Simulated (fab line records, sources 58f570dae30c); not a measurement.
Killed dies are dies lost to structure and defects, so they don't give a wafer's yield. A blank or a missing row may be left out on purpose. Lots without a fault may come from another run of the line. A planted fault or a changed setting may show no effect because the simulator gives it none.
Which tool did it? | flow berkeley_cmos170 | 14 lots, 42 wafers sampled, at 6 steps of a route of 331

WHAT THE GAUGES READ, wafer by wafer
UCB170_PFIELD_TW_MEAS_09. Usual: PFIELD_TW 603, standard deviation 6.3.
lot  | measured    | on            | PFIELD_TW   | flag
L813 | day 5 04:08 | film_metro-04 | 612 614 615 |
L812 | day 5 04:26 | film_metro-02 | 600 606 602 |
L814 | day 5 08:37 | film_metro-03 | 601 595 596 |
L815 | day 5 09:01 | film_metro-02 | 602 603 602 |
L816 | day 5 18:55 | film_metro-04 | 612 612 613 |
L818 | day 6 05:25 | film_metro-02 | 604 604 600 |
L819 | day 6 21:58 | film_metro-02 | 602 605 605 |
L824 | day 7 07:07 | film_metro-03 | 603 597 603 |
L825 | day 8 03:56 | film_metro-04 | 614 612 614 |
L827 | day 8 07:04 | film_metro-03 | 595 594 596 |
L828 | day 8 07:05 | film_metro-02 | 604 605 605 |
L832 | day 9 05:25 | film_metro-03 | 594 595 594 |
L831 | day 9 11:04 | film_metro-03 | 596 592 597 |
L835 | day 9 17:30 | film_metro-03 | 596 594 598 |

UCB170_NVT_OVL_MEAS_06. Usual: NVT_OVL -2 nm, standard deviation 8.
lot  | measured     | on         | NVT_OVL (nm) | flag
L813 | day 6 20:56  | overlay-02 | 8 11 5       |
L812 | day 6 20:36  | overlay-01 | 3 2 6        |
L814 | day 6 21:13  | overlay-02 | -5 -5 -8     |
L815 | day 6 22:03  | overlay-01 | 14 3 7       |
L816 | day 7 08:59  | overlay-01 | 0 2 4        |
L818 | day 7 21:01  | overlay-01 | -5 -11 -11   |
L819 | day 8 07:31  | overlay-02 | -1 -1 -9     |
L824 | day 8 13:07  | overlay-01 | -5 -17 -9    |
L825 | day 9 12:09  | overlay-02 | 2 7 -1       |
L827 | day 9 17:18  | overlay-01 | 1 1 5        |
L828 | day 9 17:05  | overlay-01 | -17 -14 -11  |
L832 | day 10 14:43 | overlay-02 | 2 -4 -1      |
L831 | day 10 21:19 | overlay-02 | -12 2 -7     |
L835 | day 11 06:34 | overlay-02 | -5 -6 -4     |

UCB170_NLDD_TW_MEAS_11. Usual: NLDD_TW 2237, standard deviation 23.
lot  | measured     | on            | NLDD_TW        | flag
L813 | day 7 21:18  | film_metro-03 | 2208 2203 2204 |
L812 | day 7 22:39  | film_metro-01 | 2236 2236 2233 |
L814 | day 7 20:45  | film_metro-01 | 2243 2242 2239 |
L815 | day 7 23:05  | film_metro-04 | 2247 2250 2245 |
L816 | day 8 03:58  | film_metro-01 | 2248 2253 2244 |
L818 | day 8 21:38  | film_metro-01 | 2254 2247 2253 |
L819 | day 9 04:14  | film_metro-01 | 2260 2254 2255 |
L824 | day 9 12:23  | film_metro-01 | 2257 2233 2252 |
L825 | day 10 11:30 | film_metro-04 | 2240 2248 2244 |
L827 | day 10 12:39 | film_metro-03 | 2293 2318 2314 | OFF
L828 | day 10 12:01 | film_metro-01 | 2369 2360 2384 | OFF
L832 | day 11 14:16 | film_metro-01 | 2264 2261 2260 |
L831 | day 11 17:43 | film_metro-04 | 2239 2242 2243 |
L835 | day 12 00:44 | film_metro-01 | 2247 2256 2250 |

UCB170_SDANNEAL_RS_MEAS_05: measures by four-point-probe. Usual: NLDD_RS 616.2 ohm/sq, standard deviation 1.6.
lot  | measured     | on            | NLDD_RS (ohm/sq)  | flag
L813 | day 8 08:23  | film_metro-04 | 612.9 613.1 613.2 |
L812 | day 8 08:40  | film_metro-03 | 617.4 616.7 616.9 |
L814 | day 8 08:23  | film_metro-01 | 618.1 616.2 617.4 |
L815 | day 8 08:58  | film_metro-01 | 614.7 616.2 616.5 |
L816 | day 8 13:32  | film_metro-01 | 613.7 616.7 614.3 |
L818 | day 9 08:19  | film_metro-03 | 618.3 617.0 617.9 |
L819 | day 9 14:35  | film_metro-03 | 617.4 615.0 616.4 |
L824 | day 9 23:41  | film_metro-03 | 616.2 616.6 615.6 |
L825 | day 10 23:47 | film_metro-01 | 614.4 613.5 612.7 |
L827 | day 10 23:29 | film_metro-03 | 537.4 537.4 537.4 | OFF
L828 | day 10 23:19 | film_metro-01 | 534.4 535.4 534.6 | OFF
L832 | day 12 01:24 | film_metro-01 | 615.9 613.4 613.9 |
L831 | day 12 08:41 | film_metro-01 | 616.9 615.9 616.2 |
L835 | day 12 08:26 | film_metro-04 | 617.4 616.6 618.4 |

WHICH TOOL RAN EACH LOT (tool, then ch and the chambers of the sampled wafers, then the start)
lot  | UCB170_PFIELD_STRIP_08              | UCB170_NLDD_IMPLANT_08
L813 | plasma_asher-01 ch 0,1, day 5 04:02 | implanter-04 ch 0, day 7 20:54
L812 | plasma_asher-03 ch 0,1, day 5 04:20 | implanter-03 ch 0, day 7 22:16
L814 | plasma_asher-04 ch 0,1, day 5 08:31 | implanter-03 ch 0, day 7 20:21
L815 | plasma_asher-01 ch 0,1, day 5 08:56 | implanter-01 ch 0, day 7 22:43
L816 | plasma_asher-04 ch 1, day 5 18:48   | implanter-03 ch 0, day 8 03:34
L818 | plasma_asher-01 ch 0,1, day 6 05:19 | implanter-01 ch 0, day 8 21:14
L819 | plasma_asher-03 ch 0,1, day 6 21:53 | implanter-01 ch 0, day 9 03:52
L824 | plasma_asher-04 ch 0,1, day 7 07:00 | implanter-03 ch 0, day 9 11:59
L825 | plasma_asher-01 ch 0,1, day 8 03:50 | implanter-04 ch 0, day 10 11:07
L827 | plasma_asher-01 ch 0,1, day 8 06:58 | implanter-01 ch 0, day 10 12:15
L828 | plasma_asher-03 ch 0,1, day 8 06:59 | implanter-01 ch 0, day 10 11:39
L832 | plasma_asher-01 ch 0,1, day 9 05:19 | implanter-03 ch 0, day 11 13:54
L831 | plasma_asher-01 ch 0,1, day 9 10:58 | implanter-04 ch 0, day 11 17:21
L835 | plasma_asher-01 ch 0,1, day 9 17:24 | implanter-03 ch 0, day 12 00:20
- UCB170_PFIELD_STRIP_08: strips in O2.
- UCB170_NLDD_IMPLANT_08

WHAT THE TOOLS THEMSELVES READ (means of the sampled wafers that have a number; where no wafer has one, the mark that the record gives instead)
UCB170_PFIELD_STRIP_08. Usual: drypump_motor_current_A 5.6 A, standard deviation 0.69; oes_product_au 0.735 a.u., standard deviation 0.0045; strip_time_to_endpoint_s 21.62 s, standard deviation 0.066.
lot  | tool            | drypump_motor_current_A (A) | oes_product_au (a.u.) | strip_time_to_endpoint_s (s) | flag
L813 | plasma_asher-01 | 5.6                         | 0.738                 | 21.55                        |
L812 | plasma_asher-03 | 6.0                         | 0.733                 | 21.71                        |
L814 | plasma_asher-04 | 5.1                         | 0.735                 | 21.57                        |
L815 | plasma_asher-01 | 6.0                         | 0.736                 | 21.61                        |
L816 | plasma_asher-04 | 5.4                         | 0.732                 | 21.61                        |
L818 | plasma_asher-01 | 6.0                         | 0.735                 | 21.52                        |
L819 | plasma_asher-03 | 5.5                         | 0.736                 | 21.61                        |
L824 | plasma_asher-04 | 5.3                         | 0.734                 | 21.64                        |
L825 | plasma_asher-01 | 6.0                         | 0.735                 | 21.56                        |
L827 | plasma_asher-01 | 5.6                         | 0.737                 | 21.69                        |
L828 | plasma_asher-03 | 6.0                         | 0.734                 | 21.65                        |
L832 | plasma_asher-01 | 6.0                         | 0.740                 | 21.56                        |
L831 | plasma_asher-01 | 5.6                         | 0.730                 | 21.75                        |
L835 | plasma_asher-01 | 6.0                         | 0.735                 | 21.70                        |

UCB170_NLDD_IMPLANT_08. Usual: dose_ions_cm2 5e+13, standard deviation 5.4e+10; faraday_current_uA 159, standard deviation 3.2.
lot  | tool         | dose_ions_cm2 | faraday_current_uA | flag
L813 | implanter-04 | 5e+13         | 159                |
L812 | implanter-03 | 5e+13         | 160                |
L814 | implanter-03 | 5e+13         | 157                |
L815 | implanter-01 | 5e+13         | 158                |
L816 | implanter-03 | 5e+13         | 158                |
L818 | implanter-01 | 5e+13         | 158                |
L819 | implanter-01 | 5e+13         | 160                |
L824 | implanter-03 | 5e+13         | 162                |
L825 | implanter-04 | 5e+13         | 159                |
L827 | implanter-01 | 7e+13         | 228                | OFF
L828 | implanter-01 | 7e+13         | 223                | OFF
L832 | implanter-03 | 5e+13         | 160                |
L831 | implanter-04 | 5e+13         | 159                |
L835 | implanter-03 | 5e+13         | 159                |

THE ANSWER, worked out from the rows above alone
Rule: a lot is off if the mean of its wafers that have a number lies more than 3 standard deviations from the usual mean. A lot without any number at a reading at which 4 lots or more have one is off too. The other lots that the step has rows for count as sound. The gauges are gone through in route order, then the tools' own readings, and for those a lot's mean is taken as printed above. The first step at which some lot is off is used, and at that step the reading that is off furthest; a lot without a number counts as furthest.
Off: L827, L828, at UCB170_NLDD_TW_MEAS_11 (NLDD_TW).
A tool fits if, at a process step before that reading, it ran every lot that is off, and no sound lot after the first of them. The gauges at UCB170_NLDD_TW_MEAS_11 aren't tried: what is off there is off at UCB170_NLDD_IMPLANT_08 too, on other tools, and a gauge's error can't cause that. One fits: implanter-01 at UCB170_NLDD_IMPLANT_08. Its last sound lot is L819 (day 9 03:52), its first lot that is off L828 (day 10 11:39): a fault that began between those two fits.
The tool's own readings at UCB170_NLDD_IMPLANT_08 bear it out: on the lots that are off they differ by more than 5 times the standard deviation of the sound lots' means. dose_ions_cm2 reads 7e+13 there against 5e+13 on the sound lots; faraday_current_uA reads 226 there against 159 on the sound lots.

WHAT THE SIMULATOR HAD PUT IN
Process parameter drift: implanter-01, from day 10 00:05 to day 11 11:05, at UCB170_NLDD_IMPLANT_08. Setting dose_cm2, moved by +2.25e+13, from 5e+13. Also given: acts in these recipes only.
Lots struck among those shown: L827, L828. The rule above found the same.
